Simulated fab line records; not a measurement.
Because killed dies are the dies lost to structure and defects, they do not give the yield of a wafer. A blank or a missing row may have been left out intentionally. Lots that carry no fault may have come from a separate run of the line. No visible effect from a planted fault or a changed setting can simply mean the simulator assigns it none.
A sampling plan put to the test ; flow rit-cmos ; each of the 30 faults these records tell of, on one fab line, judged from the records of the lots it struck
The plan is the line's own looks: the steps of the route at which a gauge or an inspection reads the wafer and doesn't change it. Where struck wafers have a number at a look and the file lists that look's usual mean and standard deviation on fault-free wafers, the look can be judged. Caught: the struck wafers' mean, at a look after the fault's first step, is 4 or more of those standard deviations (sigma) away from the usual mean. On the tool: the same test on the tool's own readings at the fault's steps. It also counts as caught if the struck wafers ran another recipe or if their record alone is blank.

## THE FAULTS, as the simulator had put them in
1. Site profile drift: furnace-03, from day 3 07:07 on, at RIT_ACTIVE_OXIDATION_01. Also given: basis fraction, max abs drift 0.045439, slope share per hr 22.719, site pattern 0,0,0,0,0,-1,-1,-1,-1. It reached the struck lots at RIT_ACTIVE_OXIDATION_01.
2. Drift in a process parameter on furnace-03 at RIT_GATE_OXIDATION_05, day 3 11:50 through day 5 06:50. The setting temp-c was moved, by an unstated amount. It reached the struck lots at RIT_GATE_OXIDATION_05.
3. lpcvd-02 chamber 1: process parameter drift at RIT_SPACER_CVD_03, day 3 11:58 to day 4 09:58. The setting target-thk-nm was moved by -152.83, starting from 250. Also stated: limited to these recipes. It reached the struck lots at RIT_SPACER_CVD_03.
4. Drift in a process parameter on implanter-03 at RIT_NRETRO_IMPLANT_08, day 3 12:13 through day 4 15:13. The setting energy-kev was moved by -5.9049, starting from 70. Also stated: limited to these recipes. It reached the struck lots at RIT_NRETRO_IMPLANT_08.
5. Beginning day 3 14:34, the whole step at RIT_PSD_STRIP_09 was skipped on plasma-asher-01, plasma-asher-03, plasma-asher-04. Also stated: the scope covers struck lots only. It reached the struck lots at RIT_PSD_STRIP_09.
6. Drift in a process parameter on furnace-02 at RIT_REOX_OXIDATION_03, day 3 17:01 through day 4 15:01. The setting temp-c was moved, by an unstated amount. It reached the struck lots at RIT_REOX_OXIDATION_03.
7. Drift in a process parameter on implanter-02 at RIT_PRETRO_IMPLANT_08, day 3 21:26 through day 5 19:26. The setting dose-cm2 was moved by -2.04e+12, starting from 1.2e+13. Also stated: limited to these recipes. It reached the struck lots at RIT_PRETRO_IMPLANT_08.
8. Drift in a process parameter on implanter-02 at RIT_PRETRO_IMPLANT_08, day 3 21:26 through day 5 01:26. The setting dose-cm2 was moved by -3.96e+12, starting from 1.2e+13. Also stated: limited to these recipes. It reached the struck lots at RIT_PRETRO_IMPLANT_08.
9. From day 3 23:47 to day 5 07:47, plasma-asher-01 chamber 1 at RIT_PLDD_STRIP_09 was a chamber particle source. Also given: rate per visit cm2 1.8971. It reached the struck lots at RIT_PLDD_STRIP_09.
10. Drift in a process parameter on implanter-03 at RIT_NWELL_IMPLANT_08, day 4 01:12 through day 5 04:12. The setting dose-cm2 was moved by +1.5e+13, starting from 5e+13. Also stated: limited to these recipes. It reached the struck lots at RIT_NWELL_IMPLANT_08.
11. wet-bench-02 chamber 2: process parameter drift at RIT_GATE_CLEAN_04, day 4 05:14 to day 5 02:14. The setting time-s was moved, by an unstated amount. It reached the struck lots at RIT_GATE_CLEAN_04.
12. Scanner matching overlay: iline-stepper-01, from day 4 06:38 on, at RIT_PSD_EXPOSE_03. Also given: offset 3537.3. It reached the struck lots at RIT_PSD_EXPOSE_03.
13. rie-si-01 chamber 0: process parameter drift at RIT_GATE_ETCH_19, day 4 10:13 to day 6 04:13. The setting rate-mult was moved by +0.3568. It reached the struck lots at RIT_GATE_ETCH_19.
14. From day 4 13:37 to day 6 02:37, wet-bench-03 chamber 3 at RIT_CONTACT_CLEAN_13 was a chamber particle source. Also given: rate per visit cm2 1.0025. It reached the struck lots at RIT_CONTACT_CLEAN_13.
15. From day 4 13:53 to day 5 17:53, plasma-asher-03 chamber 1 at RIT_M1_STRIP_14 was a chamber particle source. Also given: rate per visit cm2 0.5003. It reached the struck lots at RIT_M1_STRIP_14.
16. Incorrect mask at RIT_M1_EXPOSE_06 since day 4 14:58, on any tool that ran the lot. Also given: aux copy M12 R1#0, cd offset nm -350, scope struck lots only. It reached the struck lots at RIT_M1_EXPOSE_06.
17. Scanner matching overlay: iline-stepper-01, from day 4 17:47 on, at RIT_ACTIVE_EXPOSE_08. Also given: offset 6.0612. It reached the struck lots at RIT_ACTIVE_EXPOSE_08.
18. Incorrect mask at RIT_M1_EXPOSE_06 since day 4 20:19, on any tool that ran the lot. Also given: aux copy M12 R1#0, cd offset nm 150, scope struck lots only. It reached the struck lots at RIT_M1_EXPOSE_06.
19. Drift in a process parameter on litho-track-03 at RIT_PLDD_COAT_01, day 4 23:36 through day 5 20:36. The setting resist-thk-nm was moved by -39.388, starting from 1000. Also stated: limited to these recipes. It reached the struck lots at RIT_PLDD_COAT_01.
20. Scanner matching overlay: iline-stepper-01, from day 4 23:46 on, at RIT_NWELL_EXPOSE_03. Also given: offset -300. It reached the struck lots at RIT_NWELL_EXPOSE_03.
21. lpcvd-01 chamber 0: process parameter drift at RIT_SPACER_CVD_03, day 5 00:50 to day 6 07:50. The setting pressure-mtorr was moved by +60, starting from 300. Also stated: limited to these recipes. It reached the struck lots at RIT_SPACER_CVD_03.
22. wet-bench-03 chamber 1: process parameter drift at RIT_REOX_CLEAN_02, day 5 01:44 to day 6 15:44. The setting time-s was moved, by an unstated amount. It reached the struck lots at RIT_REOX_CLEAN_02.
23. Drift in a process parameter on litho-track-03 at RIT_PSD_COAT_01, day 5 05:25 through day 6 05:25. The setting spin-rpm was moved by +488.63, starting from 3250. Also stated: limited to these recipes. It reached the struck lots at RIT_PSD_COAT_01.
24. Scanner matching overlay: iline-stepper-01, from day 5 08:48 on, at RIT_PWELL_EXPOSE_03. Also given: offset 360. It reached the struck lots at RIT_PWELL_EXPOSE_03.
25. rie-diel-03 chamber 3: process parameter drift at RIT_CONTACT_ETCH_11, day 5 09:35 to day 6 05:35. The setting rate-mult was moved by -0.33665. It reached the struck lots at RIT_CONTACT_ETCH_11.
26. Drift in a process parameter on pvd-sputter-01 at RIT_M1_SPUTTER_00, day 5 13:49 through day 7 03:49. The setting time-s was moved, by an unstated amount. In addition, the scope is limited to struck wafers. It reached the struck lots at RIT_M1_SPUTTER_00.
27. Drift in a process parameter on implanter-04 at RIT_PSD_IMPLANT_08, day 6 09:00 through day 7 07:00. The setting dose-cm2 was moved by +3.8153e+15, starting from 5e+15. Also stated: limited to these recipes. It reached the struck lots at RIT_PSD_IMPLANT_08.
28. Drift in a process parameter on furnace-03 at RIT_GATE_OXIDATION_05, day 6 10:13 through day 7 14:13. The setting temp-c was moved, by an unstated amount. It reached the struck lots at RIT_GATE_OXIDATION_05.
29. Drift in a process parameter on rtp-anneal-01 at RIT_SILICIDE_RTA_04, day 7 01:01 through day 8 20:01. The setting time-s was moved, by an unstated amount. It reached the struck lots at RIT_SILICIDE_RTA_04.
30. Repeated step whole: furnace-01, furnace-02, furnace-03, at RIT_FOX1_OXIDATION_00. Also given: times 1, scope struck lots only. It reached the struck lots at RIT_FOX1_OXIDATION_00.

## WHAT THE PLAN SAW
fault;on the tool itself;first look that catches it;reading, sigma;median hours from its first step to that look;hours from the fault's start to the first struck lot there;judged looks passed uncaught
1;under 2 sigma;none of the 7 looks that can be judged after it;-;-;-;7
2;tube-center-temp-C +69 sigma;not the one look that can be judged after it;strongest: GATE_OXIDE_THK at RIT_GATE_THK_MEAS_07, +2.9;-;-;1
3;no reading that can be judged;RIT_SPACER_THK_MEAS_04;SPACER_NITRIDE_THK -70;1.9;7;0
4;beam-energy-keV -99 or beyond sigma;not the one look that can be judged after it;strongest: NRETRO_TW at RIT_NRETRO_TW_MEAS_10, -2.8;-;-;1
5;no reading that can be judged;not the one look that can be judged after it;-;-;-;1
6;tube-center-temp-C +99 or beyond sigma;RIT_REOX_THK_MEAS_04;REOX_OXIDE_THK +22;2.6;0;0
7;dose-ions-cm2 -99 or beyond sigma;RIT_PRETRO_TW_MEAS_10;PRETRO_TW -9.7;0.3;3;0
8;dose-ions-cm2 -99 or beyond sigma;RIT_PRETRO_TW_MEAS_10;PRETRO_TW -20;0.3;3;0
9;under 2 sigma;none of the 2 looks that can be judged after it;-;-;-;2
10;dose-ions-cm2 +99 or beyond sigma;RIT_NWELL_TW_MEAS_10;NWELL_TW +15;0.3;12;0
11;run-length-s +15 sigma;none of the 7 looks that can be judged after it;-;-;-;7
12;under 2 sigma;RIT_PSD_OVL_MEAS_06;PSD_OVL +99 or beyond;0.4;10;0
13;only faintly: drypump-motor-current-A +2.0 sigma;no look after it can be judged;-;-;-;0
14;no reading that can be judged;not the one look that can be judged after it;-;-;-;1
15;under 2 sigma;no look after it can be judged;-;-;-;0
16;no reading that can be judged;RIT_M1_CD_MEAS_09;cd-nm -99 or beyond;0.4;4;0
17;under 2 sigma;no look after it can be judged;-;-;-;0
18;no reading that can be judged;RIT_M1_CD_MEAS_09;cd-nm +60;0.4;2;0
19;under 2 sigma;not the one look that can be judged after it;-;-;-;1
20;under 2 sigma;RIT_NWELL_OVL_MEAS_06;NWELL_OVL -99 or beyond;0.4;10;0
21;pressure-mtorr +99 or beyond sigma;RIT_SPACER_THK_MEAS_04;SPACER_NITRIDE_THK +4.6;1.9;13;0
22;run-length-s -9.1 sigma;none of the 6 looks that can be judged after it;-;-;-;6
23;spin-speed-rpm +99 or beyond sigma;not the one look that can be judged after it;-;-;-;1
24;under 2 sigma;RIT_PWELL_OVL_MEAS_06;PWELL_OVL +99 or beyond;0.4;2;0
25;under 2 sigma;no look after it can be judged;-;-;-;0
26;under 2 sigma;RIT_M1_RS_MEAS_01;M1_AL_RS -33;0.3;7;0
27;dose-ions-cm2 +99 or beyond sigma;RIT_PSD_TW_MEAS_10;PSD_TW +8.3;0.3;5;0
28;tube-center-temp-C +99 or beyond sigma;RIT_GATE_THK_MEAS_07;GATE_OXIDE_THK +13;1.3;3;0
29;under 2 sigma;none of the 8 looks that can be judged after it;-;-;-;8
30;under 2 sigma;RIT_FOX1_THK_MEAS_01;FOX1_OXIDE_THK +26;2.8;-;0
Dash: fault not caught, or number not given in these records.

Caught at a look: 15 of 30. Caught on the tool: 12 of 30. By one or the other: 20 of 30.
On the tool alone, faults 2, 4, 11, 22, 23 were caught.
Caught at a look alone: faults 3, 12, 16, 18, 20, 24, 26, 30.
Caught by neither: faults 1, 5, 9, 13, 14, 15, 17, 19, 25, 29.

## THINNER SAMPLING
Were the look that catches a fault to measure just every second or every third lot (counted by lot number), the first struck lot would, at worst, be measured this late:
fault;struck lots at that look, in order of time;every lot;every second lot;every third lot
3;L802, L803;7 h;11 h;may miss all 2
6;L923, L924;0 h;5 h;may miss all 2
7;L684, L685;3 h;8 h;may miss all 2
8;L309, L310;3 h;8 h;may miss all 2
10;L370, L372;12 h;may miss all 2;may miss all 2
12;L676, L680, L681;10 h;43 h;43 h
16;L646;4 h;may miss it;may miss it
18;L630;2 h;may miss it;may miss it
20;L696, L697, L698;10 h;15 h;21 h
21;L706;13 h;may miss it;may miss it
24;L749, L750, L751, L752;2 h;8 h;13 h
26;L317, L318;7 h;16 h;may miss all 2
27;L425, L426;5 h;10 h;may miss all 2
28;L809, L810;3 h;11 h;may miss all 2
The hour figures run from when the fault began to the first measured lot among those it struck. Since the struck wafers were tested as one group against 4 sigma, a single lot by itself may lie under the limit. Other struck lots may not be in these records.

## THE LONGEST TIMED WAY FROM STEP TO LOOK
Fault 30: a median of 2.8 hours passes between RIT_FOX1_OXIDATION_00 and RIT_FOX1_THK_MEAS_01. No look between them can be judged.
